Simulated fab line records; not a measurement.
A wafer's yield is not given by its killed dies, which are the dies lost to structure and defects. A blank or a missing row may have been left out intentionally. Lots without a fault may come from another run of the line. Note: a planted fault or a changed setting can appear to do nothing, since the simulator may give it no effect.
Split-lot trial -- flow ritCmos -- 5 lots, 12 wafers read, on a route of 202 steps

## ON THE SPLIT
At RIT_M1_METAL_ETCH_12 (etches Al in Cl2/BCl3, stops on SiO2, time 165 s, target depth 600 nm), the setting timeS was moved away from the recipe's 165 s on 4 of the 12 wafers read, by -13.5% to +12.1%. All remaining wafers had this setting at the recipe value.

The reading is taken at the split's own step.

## THE READING
NOVOLAK_of_M1_COAT_04.thkNm (the simulator's own value, which no gauge read), in nm, at RIT_M1_METAL_ETCH_12 (etches Al in Cl2/BCl3, stops on SiO2, time 165 s, target depth 600 nm). The file does not state a usual value for it. Here, 8 wafers ran the recipe; their average is 803.2 nm with a standard deviation of 17 nm.

wafer,"tool, chamber at the split","timeS as run, s",against the recipe,"NOVOLAK_of_M1_COAT_04.thkNm, nm",against lot-mates on the recipe
L075.4,"rieMetal-04, 0",184,+11.5%,758.1,-44.8
L075.6,"rieMetal-04, 1",165,recipe,802.9,-
L076.2,"rieMetal-03, 1",165,recipe,808.1,-
L076.4,"rieMetal-03, 1",184.9,+12.1%,706.7,-101.4
L083.1,"rieMetal-01, 1",165,recipe,816.4,-
L083.4,"rieMetal-01, 0",165,recipe,821.1,-
L083.6,"rieMetal-01, 1",165,recipe,813.9,-
L084.2,"rieMetal-04, 0",165,recipe,763.3,-
L084.5,"rieMetal-04, 1",142.7,-13.5%,849.3,+86.0
L084.6,"rieMetal-04, 0",142.7,-13.5%,811.3,+48.0
L085.2,"rieMetal-03, 1",165,recipe,799.5,-
L085.3,"rieMetal-03, 1",165,recipe,800.4,-

FIT RESULTS
A straight line over all 12 wafers: NOVOLAK_of_M1_COAT_04.thkNm changes by -3.8 nm for each +1% of timeS; r = -0.78; the points scatter about the line by 24 nm.
The same after taking each lot's own level away (the mean of its wafers on the recipe; 12 wafers): -5.53 nm for each +1%; r = -0.95; scatter 15 nm.
The reading moves by 75 nm for the largest change in timeS, on that fit.
The lots' own levels span 763.30 to 817.13 nm, that is 3.2 times the standard deviation above.
So the lot-to-lot level blurs the effect unless lot-mates are compared.
Check: +64.5 nm against its lot-mates is what the line predicts for one of the wafers moved furthest among these (-13.5%) when that wafer is left out of the fit. Against them it came out at +86 nm.

## ADDITIONAL SPLITS CARRIED BY THESE WAFERS
Other splits were also applied to these wafers ahead of the reading. Each is held against what the fit with the lots' levels taken away leaves over:
other split on the same wafers,wafers away from the commonest value,r with NOVOLAK_of_M1_COAT_04.thkNm (lot level and that fit taken away)
RIT_SPACER_ETCHBACK_05 timeS,5,-0.39
RIT_PSD_COAT_01 resistThkNm,5,-0.09
RIT_SDANNEAL_RTA_03 timeS,5,+0.07
RIT_SILICIDE_SPUTTER_01 powerW,3,-0.45
RIT_CONTACT_CVD_00 timeS,6,-0.19
RIT_M1_SPUTTER_00 timeS,0,-
RIT_M1_COAT_04 resistThkNm,3,+0.82

## FILE'S OWN FIT
NOVOLAK_of_M1_COAT_04.thkNm changes by -5.65 nm for each +1% of timeS, r = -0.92.
